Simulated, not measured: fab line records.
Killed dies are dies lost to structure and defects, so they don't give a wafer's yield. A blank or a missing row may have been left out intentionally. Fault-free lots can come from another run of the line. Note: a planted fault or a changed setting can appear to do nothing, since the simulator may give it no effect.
Struck lot and sound lot, side by side || flow rit_cmos || 34 out of 202 route steps
Sound: these wafers, L961.1, L961.3, L961.6. Struck: wafers L960.2, L960.4, L960.5. The cause is named last.
Order at every step that has rows: each side's tool, ch and its chambers, its first start. Under that, the readings that differ: sound wafers || struck wafers || difference of the means || sigmas: that difference in standard deviations of wafers without a fault.
alike: readings with means less than 2 such deviations apart, plus words and numbers identical on both sides. not compared: withheld readings, readings lacking a value on some wafer, bounds such as >300 that could conceal the same value, and numbers that have no deviation in the record and whose values overlap.
The two part at a step that has a row with sigmas, a row that says differs or no value, or rows on one side only. Numbers that don't overlap but have no deviation are shown without sigmas and don't part them. A reading missing from all wafers of one side parts the sides only when that side holds two or more wafers.

first, 2 steps without rows for these wafers: RIT_SPACER_CLEAN_02 (cleans in SC2, time 600 s); RIT_SPACER_CVD_03 (deposits Si3N4 from SiH2Cl2/NH3, target thk 250 nm, time 3300 s).
RIT_SPACER_THK_MEAS_04:
  sound on film_metro-02 at day 7 04:16; struck on film_metro-02 at day 6 22:38
  alike: SPACER_NITRIDE_THK
RIT_SPACER_ETCHBACK_05: etches Si3N4 in SF6/CHF3, stops on SiO2, target depth 250 nm, time 240 s.
  sound on rie_diel-03 ch 0,2,3, day 7 04:20; struck on rie_diel-03 ch 0,2, day 6 22:41
  alike: drypump_motor_current_A, oes_product_au, throttle_valve_pct
  not compared: rf_hours_counter_h
then, 6 steps without rows for these wafers: RIT_NSD_HMDS_00 (prime time 60 s); RIT_NSD_COAT_01 (resist thk 1000 nm); RIT_NSD_SOFTBAKE_02 (time 60 s); RIT_NSD_EXPOSE_03 (exposes mask M9, target cd 40700 nm); RIT_NSD_PEB_04; RIT_NSD_DEVELOP_05 (develop time 50 s).
RIT_NSD_OVL_MEAS_06:
  sound on overlay-02 at day 7 05:22; struck on overlay-01 at day 6 23:57
  alike: NSD_OVL
then, 1 step without rows for these wafers: RIT_NSD_HARDBAKE_07 (time 60 s).
RIT_NSD_IMPLANT_08:
  sound on implanter-03 ch 0, day 7 05:33; struck on implanter-02 ch 0, day 7 00:16
{"reading": "dose_ions_cm2", "sound": "9.992e+14 9.986e+14 9.988e+14", "struck": "1.0414e+15 1.0442e+15 1.0456e+15", "difference": "+4.4867e+13", "sigmas": "+35"}
  alike: beam_energy_keV
RIT_NSD_STRIP_09: strips in O2, time 180 s.
  sound on plasma_asher-04 ch 0,1, day 7 05:42; struck on plasma_asher-02 ch 0,1, day 7 00:23
  alike: drypump_motor_current_A
  not compared: rf_hours_counter_h
RIT_NSD_TW_MEAS_10:
  sound on film_metro-03 at day 7 05:52; struck on film_metro-04 at day 7 00:34
  alike: NSD_TW
then, 6 steps without rows for these wafers: RIT_PSD_HMDS_00 (prime time 60 s); RIT_PSD_COAT_01 (resist thk 1000 nm); RIT_PSD_SOFTBAKE_02 (time 60 s); RIT_PSD_EXPOSE_03 (exposes mask M10, target cd 40900 nm); RIT_PSD_PEB_04; RIT_PSD_DEVELOP_05 (develop time 50 s).
RIT_PSD_OVL_MEAS_06:
  sound on overlay-02 at day 7 07:00; struck on overlay-01 at day 7 01:39
  alike: PSD_OVL
then, 2 steps without rows for these wafers: RIT_PSD_HARDBAKE_07 (time 60 s); RIT_PSD_IMPLANT_08.
RIT_PSD_STRIP_09: strips in O2, time 180 s.
  sound on plasma_asher-03 ch 0,1, day 7 07:20; struck on plasma_asher-03 ch 0,1, day 7 01:59
  alike: drypump_motor_current_A
  not compared: rf_hours_counter_h
RIT_PSD_TW_MEAS_10:
  sound on film_metro-04 at day 7 07:31; struck on film_metro-02 at day 7 02:10
  alike: PSD_TW
then, 3 steps without rows for these wafers: RIT_SDANNEAL_CLEAN_00 (cleans in SC1, time 600 s); RIT_SDANNEAL_CLEAN_01 (cleans in dHF, time 30 s); RIT_SDANNEAL_CLEAN_02 (cleans in SC2, time 600 s).
RIT_SDANNEAL_RTA_03: time 5 s.
  sound on rtp_anneal-02 ch 0, day 7 07:56; struck on rtp_anneal-01 ch 0, day 7 02:35
  alike: wafer_temp_C_max
RIT_SDANNEAL_RS_MEAS_04: a four-point-probe measurement.
  sound on film_metro-03 at day 7 08:00; struck on film_metro-04 at day 7 02:40
  alike: PSD_RS
RIT_SDANNEAL_RS_MEAS_05: a four-point-probe measurement.
  sound on film_metro-03 at day 7 08:07; struck on film_metro-04 at day 7 02:47
{"reading": "NSD_RS (ohm/sq)", "sound": "84.86 84.59 84.97", "struck": "81.85 81.84 81.81", "difference": -2.97, "sigmas": -11}
RIT_SDANNEAL_RS_MEAS_06: a four-point-probe measurement.
  sound on film_metro-03 at day 7 08:14; struck on film_metro-04 at day 7 02:54
  alike: PLDD_RS
RIT_M1_PROBE_99:
  sound on prober-02 at day 7 15:22; struck on prober-01 at day 7 10:08
{"reading": "model.etest.contact_nplus.end_ohm_um", "sound": "42.53 43.14 42.69", "struck": "39.76 39.31 38.77", "difference": -3.51, "sigmas": ""}
  alike: killed_at_contacts, killed_at_front_end, killed_dies, killed_open, killed_short

== WHERE THEY PART ==
Last at RIT_SDANNEAL_RS_MEAS_05 as far as this record goes, first at RIT_NSD_IMPLANT_08. Later steps at which nothing parts them and some readings are alike: RIT_SDANNEAL_RS_MEAS_06, RIT_M1_PROBE_99.

WHY: what the simulator had put in
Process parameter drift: implanter-02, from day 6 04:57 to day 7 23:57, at RIT_NSD_IMPLANT_08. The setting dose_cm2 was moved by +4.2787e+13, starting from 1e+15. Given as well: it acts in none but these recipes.
